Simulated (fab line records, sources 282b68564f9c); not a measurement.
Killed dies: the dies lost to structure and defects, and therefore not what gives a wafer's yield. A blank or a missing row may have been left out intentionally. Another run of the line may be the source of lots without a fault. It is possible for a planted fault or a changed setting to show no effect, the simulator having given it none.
Which tool was responsible? + flow ritCmos + 42 wafers from 14 lots sampled at 2 of the route's 202 steps

WHAT EACH GAUGE READ, for each wafer
RIT_REOX_THK_MEAS_04.
| lot  | measured    | on           | REOX_OXIDE_THK (nm) |
|------|-------------|--------------|---------------------|
| L419 | day 2 23:04 | filmMetro-01 | 25.4 24.9 24.9      |
| L420 | day 3 03:33 | filmMetro-01 | 25.0 24.8 25.0      |
| L421 | day 3 11:44 | filmMetro-01 | 25.2 25.1 24.6      |
| L422 | day 3 13:40 | filmMetro-01 | 24.9 24.9 25.3      |
| L423 | day 4 00:34 | filmMetro-04 | 25.8 25.1 25.2      |
| L424 | day 4 02:50 | filmMetro-01 | 24.4 24.6 24.7      |
| L426 | day 4 10:53 | filmMetro-04 | 25.3 25.5 25.1      |
| L427 | day 4 18:19 | filmMetro-01 | 22.3 22.6 22.6      |
| L431 | day 5 12:56 | filmMetro-01 | 22.2 22.1 22.1      |
| L435 | day 6 06:25 | filmMetro-01 | 24.8 24.7 24.9      |
| L436 | day 6 12:56 | filmMetro-01 | 25.3 25.6 25.1      |
| L437 | day 6 20:17 | filmMetro-01 | 24.8 25.4 25.3      |
| L439 | day 7 03:25 | filmMetro-02 | 25.3 25.3 25.0      |
| L440 | day 7 08:46 | filmMetro-02 | 24.7 24.6 25.2      |

WHAT TOOL EACH LOT RAN ON (gives the tool, then ch and the chambers of the sampled wafers, and finally the start)
| lot  | RIT_REOX_OXIDATION_03        |
|------|------------------------------|
| L419 | furnace-04 ch 0, day 2 20:31 |
| L420 | furnace-04 ch 0, day 3 00:59 |
| L421 | furnace-03 ch 0, day 3 09:10 |
| L422 | furnace-04 ch 0, day 3 11:07 |
| L423 | furnace-01 ch 0, day 3 22:01 |
| L424 | furnace-03 ch 0, day 4 00:17 |
| L426 | furnace-04 ch 0, day 4 08:19 |
| L427 | furnace-04 ch 0, day 4 15:45 |
| L431 | furnace-04 ch 0, day 5 10:22 |
| L435 | furnace-03 ch 0, day 6 03:52 |
| L436 | furnace-01 ch 0, day 6 10:22 |
| L437 | furnace-03 ch 0, day 6 17:44 |
| L439 | furnace-01 ch 0, day 7 00:52 |
| L440 | furnace-01 ch 0, day 7 06:13 |
- RIT_REOX_OXIDATION_03: target thk 25.2 nm, ox time 5580 s.

AS READ BY THE TOOLS THEMSELVES (means over the sampled wafers that have a number; for cases with no such wafer, the mark the record gives instead)
RIT_REOX_OXIDATION_03.
| lot  | tool       | spikeTcCentreC (C) | spikeTcLoadC (C) | spikeTcSourceC (C) | tubeCenterTempC (C) | tube_center_temp_C_max | zonePowerSourcePct (%) |
|------|------------|--------------------|------------------|--------------------|---------------------|------------------------|------------------------|
| L419 | furnace-04 | 903.0              | 927.1            | 915                | 900                 | 902.5                  | 26.7                   |
| L420 | furnace-04 | 902.6              | 926.2            | 915                | 900                 | 901.8                  | 26.4                   |
| L421 | furnace-03 | 900.5              | 925.6            | 923                | 900                 | 902.5                  | 22.8                   |
| L422 | furnace-04 | 904.1              | 926.7            | 915                | 900                 | 902.5                  | 26.8                   |
| L423 | furnace-01 | 902.3              | 924.5            | 923                | 900                 | 902.3                  | 23.8                   |
| L424 | furnace-03 | 902.3              | 925.2            | 922                | 900                 | 902.4                  | 22.9                   |
| L426 | furnace-04 | 904.6              | 925.8            | 914                | 900                 | 902.2                  | 26.7                   |
| L427 | furnace-04 | 889.5              | 913.0            | 901                | 886                 | 888.0                  | 25.7                   |
| L431 | furnace-04 | 889.9              | 913.2            | 900                | 886                 | 888.8                  | 25.8                   |
| L435 | furnace-03 | 901.3              | 925.2            | 922                | 900                 | 902.2                  | 22.8                   |
| L436 | furnace-01 | 901.9              | 924.2            | 923                | 900                 | 902.1                  | 23.8                   |
| L437 | furnace-03 | 900.8              | 925.5            | 923                | 900                 | 902.0                  | 23.0                   |
| L439 | furnace-01 | 901.9              | 924.4            | 923                | 900                 | 902.4                  | 24.0                   |
| L440 | furnace-01 | 901.9              | 924.1            | 923                | 900                 | 902.1                  | 24.0                   |

THE ANSWER, worked out from the rows above alone
Rule: what is usual is taken from the lots themselves. The widest of any qualifying gaps counts: lots, ordered by their means at a reading, are off when they make up no more than a third of the lots, leave a main group of 4 or more, and stand apart from it by 3 or more times the standard deviation of that group's means. If all means in a main group match to the digits the tables above print for the reading, that group is not used. Also off: a lot with no number at a reading for which 4 or more lots have one. All remaining lots with rows at the step are treated as sound. First the gauges in route order, then the tools' own readings, where a lot's mean is used as printed above. At the first step where some lot is off, the reading lying furthest off is the one used; lots without a number count as furthest.
Off: at RIT_REOX_THK_MEAS_04 (REOX_OXIDE_THK), L427, L431. Main group: mean 25.0 nm, sd 0.23.
A tool fits if, at a process step before that reading, it ran every lot that is off, and no sound lot after the first of them. Not tried: the gauges at RIT_REOX_THK_MEAS_04; whatever is off there is also off at RIT_REOX_OXIDATION_03, on other tools, and gauge error can't account for it. One fits: RIT_REOX_OXIDATION_03 on furnace-04. A fault onset in the window from L426 (day 4 08:19, its last sound lot) to L427 (day 4 15:45, its first lot off) fits.
The tool's own readings at RIT_REOX_OXIDATION_03 bear it out: on the lots that are off they differ by more than 5 times the standard deviation of the sound lots' means. spikeTcCentreC reads 889.7 C there against 902.3 C on the sound lots; spikeTcLoadC reads 913.1 C there against 925.4 C on the sound lots; spikeTcSourceC reads 900 C there against 920 C on the sound lots; tubeCenterTempC reads 886 C there against 900 C on the sound lots; tube_center_temp_C_max reads 888.4 there against 902.2 on the sound lots.

WHAT WAS PUT IN BY THE SIMULATOR
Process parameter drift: furnace-04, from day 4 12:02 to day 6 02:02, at RIT_REOX_OXIDATION_03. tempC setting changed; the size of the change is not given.
Struck lots among those shown: L427, L431. This agrees with what the rule above found.
